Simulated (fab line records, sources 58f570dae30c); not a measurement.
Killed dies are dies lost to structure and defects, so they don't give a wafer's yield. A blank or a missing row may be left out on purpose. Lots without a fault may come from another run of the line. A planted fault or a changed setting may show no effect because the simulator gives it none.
A struck lot beside a sound one | flow berkeley_cmos170 | 15 steps out of a route of 331
Sound: wafers L599.1, L599.2, L599.4. Struck: wafers L615.1, L615.2, L615.3. The cause comes at the end.
At each step with rows: each side's tool, then ch and its chambers, then its first start. Under that, the readings that differ: sound wafers | struck wafers | difference of the means | sigmas: that difference in standard deviations of wafers without a fault.
alike: readings whose means differ by less than 2 such deviations, and words and numbers that are the same on both sides. not compared: withheld readings, readings that some wafer has no value for, bounds like >300 that may hide the same value, and numbers for which the record gives no deviation and whose values overlap.
The two part at a step that has a row with sigmas, a row that says differs or no value, or rows on one side only. Numbers that don't overlap but have no deviation are shown without sigmas and don't part them. A reading that every wafer of one side lacks parts them only if that side has two wafers or more.

UCB170_CONTACT_STRIP_06: strips in O2.
  sound on plasma_asher-01 ch 0,1, day 8 10:16; struck on plasma_asher-01 ch 0,1, day 11 09:14
  reading                      | sound             | struck            | difference | sigmas
  strip_time_to_endpoint_s (s) | 22.06 22.10 22.05 | 21.90 21.97 21.91 | -0.14      | -2
  alike: drypump_motor_current_A, oes_product_au
  not compared: rf_hours_counter_h
then, 1 step without rows for these wafers: UCB170_CONTACT_CLEAN_07 (cleans in SPM, time 600 s).
UCB170_CONTACT_RTA_08: time 10 s.
  sound on rtp_anneal-02 ch 0, day 8 11:25; struck on rtp_anneal-02 ch 0, day 11 09:30
  alike: lamp_power_pct, wafer_temp_C_max
then, 6 steps without rows for these wafers: UCB170_CONTACT_COAT_09; UCB170_CONTACT_COAT_10 (resist thk 900 nm); UCB170_CONTACT_SOFTBAKE_11 (time 60 s); UCB170_CONTACT_EXPOSE_12 (exposes mask CONT, target cd 700 nm); UCB170_CONTACT_PEB_13; UCB170_CONTACT_DEVELOP_14 (develop time 45 s).
UCB170_CONTACT_CD_MEAS_15: target cd 700 nm.
  sound on cd_sem-01, day 8 12:58; struck on cd_sem-01, day 11 10:39
  alike: cd_nm
UCB170_CONTACT_OVL_MEAS_16:
  sound on overlay-01, day 8 13:05; struck on overlay-01, day 11 10:46
  alike: CONTACT_OVL
UCB170_CONTACT_ETCH_17: etches BARC in N2/H2.
  sound on rie_diel-03 ch 1,2,3, day 8 13:08; struck on rie_diel-03 ch 1,2,3, day 11 10:48
  alike: drypump_motor_current_A, oes_product_au, throttle_valve_pct
UCB170_CONTACT_ETCH_18: etches PSG in CHF3/CF4/Ar, stops on TiSi2, target depth 840 nm, time 195 s.
  sound on rie_diel-03 ch 1,2,3, day 8 13:00; struck on rie_diel-03 ch 1,2,3, day 11 10:00
  reading                                  | sound             | struck            | difference | sigmas
  oes_product_au (a.u.)                    | 0.880 0.881 0.878 | 0.926 0.920 0.935 | +0.047     | +4
  run_length_s (s)                         | 223.7 223.8 223.7 | 216.7 217.0 216.7 | -6.9       | -15
  model.KrF_of_CONTACT_COAT_10.thk_nm (nm) | 688.8 694.7 690.2 | 711.3 702.4 704   | +14.7      |
  alike: drypump_motor_current_A, throttle_valve_pct
  not compared: rf_hours_counter_h
UCB170_CONTACT_STRIP_19: strips in O2.
  sound on plasma_asher-04 ch 0,1, day 8 13:18; struck on plasma_asher-01 ch 0,1, day 11 10:58
  alike: drypump_motor_current_A, oes_product_au
  not compared: rf_hours_counter_h
UCB170_M3_PROBE_99:
  the record has rows for the struck wafers here (prober-01, day 12 05:43) and none for the sound ones

WHERE THEY PART
First at UCB170_CONTACT_STRIP_06; last, within this record, at UCB170_M3_PROBE_99.

WHY: what the simulator had put in
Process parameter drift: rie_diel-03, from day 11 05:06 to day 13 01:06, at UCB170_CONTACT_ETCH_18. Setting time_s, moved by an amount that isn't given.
